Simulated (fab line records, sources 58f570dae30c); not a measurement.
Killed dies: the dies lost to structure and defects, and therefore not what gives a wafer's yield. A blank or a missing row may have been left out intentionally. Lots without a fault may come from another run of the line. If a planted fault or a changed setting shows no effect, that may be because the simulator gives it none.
A lot that was struck, set against a sound lot :: flow berkeley-cmos170 :: 14 steps out of a route of 331
Sound: wafers L190.2, L190.3, L190.4. Wafers struck: L192.2, L192.3, L192.6. Last of all comes the cause.
Each step with rows lists, per side, the tool, then ch with its chambers, then its first start. Under that, the readings that differ: sound wafers :: struck wafers :: difference of the means :: sigmas: that difference in standard deviations of wafers without a fault.
alike: readings with means less than 2 such deviations apart, plus words and numbers identical on both sides. not compared: withheld readings, readings lacking a value on some wafer, bounds such as >300 that could conceal the same value, and numbers that have no deviation in the record and whose values overlap.
Wherever a step has rows on one side only, a row that says differs or no value, or a row with sigmas, the two part there. When numbers do not overlap yet have no deviation, they are printed without sigmas and do not part them. A reading that every wafer of one side lacks parts them only if that side has two wafers or more.

UCB170_M2_METAL_ETCH_18: etches Al in Cl2/BCl3, stops on SiO2, target depth 1170 nm, time 195 s.
  sound on rie-metal-04 ch 0,1, day 9 16:28; struck on rie-metal-04 ch 0,1, day 10 15:04
  alike: bias-w, chamber-pressure-mTorr, drypump-motor-current-A, oes-product-au, throttle-valve-pct
  not compared: rf-hours-counter-h
UCB170_M2_STRIP_19: strips in O2.
  sound on plasma-asher-04 ch 0,1, day 9 16:40; struck on plasma-asher-02 ch 0,1, day 10 15:15
  alike: chamber-pressure-mTorr, drypump-motor-current-A, o2-flow-sccm, oes-product-au
  not compared: rf-hours-counter-h
UCB170_M2_CD_MEAS_90 targets a cd of 700 nm.
  sound on cd-sem-01 at day 9 16:47; struck on cd-sem-01 at day 10 15:22
  alike: cd-nm
UCB170_V2_CVD_00: deposits SiO2 from TEOS/O2, target thk 2000 nm, time 250 s.
  sound on pecvd-04 ch 0,2, day 9 16:53; struck on pecvd-02 ch 0,1,2, day 10 15:28
  alike: heater-power-w
  not compared: since-wet-clean-h
UCB170_V2_THK_MEAS_01:
  sound on film-metro-01 at day 9 17:02; struck on film-metro-02 at day 10 15:38
  alike: V2_TEOS_THK
UCB170_V2_CMP_02: polishes SiO2.
  sound on cmp-01 ch 1,2,3, day 9 17:05; struck on cmp-01 ch 0,1,2, day 10 15:41
reading: retaining-ring-pressure-frac
sound: 1.009 1.005 1.010
struck: 0.996 0.996 0.995
difference: -0.012
sigmas: -3
  alike: motor-current-A
UCB170_V2_BOW_MEAS_03:
  sound on film-metro-01 at day 9 17:25; struck on film-metro-01 at day 10 16:01
  alike: V2_BOW
UCB170_V2_THK_MEAS_04:
  sound on film-metro-01 at day 9 17:31; struck on film-metro-01 at day 10 16:07
  alike: V2_POLISHED_THK
then, 4 steps without rows for these wafers: UCB170_V2_CLEAN_05 (cleans in DIW); UCB170_V2_HMDS_06 (prime time 60 s); UCB170_V2_COAT_07 (resist thk 900 nm); UCB170_V2_SOFTBAKE_08 (time 60 s).
UCB170_V2_EXPOSE_09: exposes mask VIA2, target cd 700 nm.
  sound on krf-scanner-02 ch 0, day 9 18:37; struck on krf-scanner-01, day 10 16:56
  no value came back on the struck wafers for exposure-dose-mJ-cm2, focus-offset-nm (nm), na, stage-vel-mm-s (mm/s); on the sound wafers exposure-dose-mJ-cm2 reads 36.93 37.00 36.94
  alike: mask
following that, these wafers have no rows for 1 step: UCB170_V2_PEB_10.

WHERE THEY PART
Earliest at UCB170_V2_CMP_02; latest, in this record, at UCB170_V2_EXPOSE_09.

WHY: what the simulator had put in
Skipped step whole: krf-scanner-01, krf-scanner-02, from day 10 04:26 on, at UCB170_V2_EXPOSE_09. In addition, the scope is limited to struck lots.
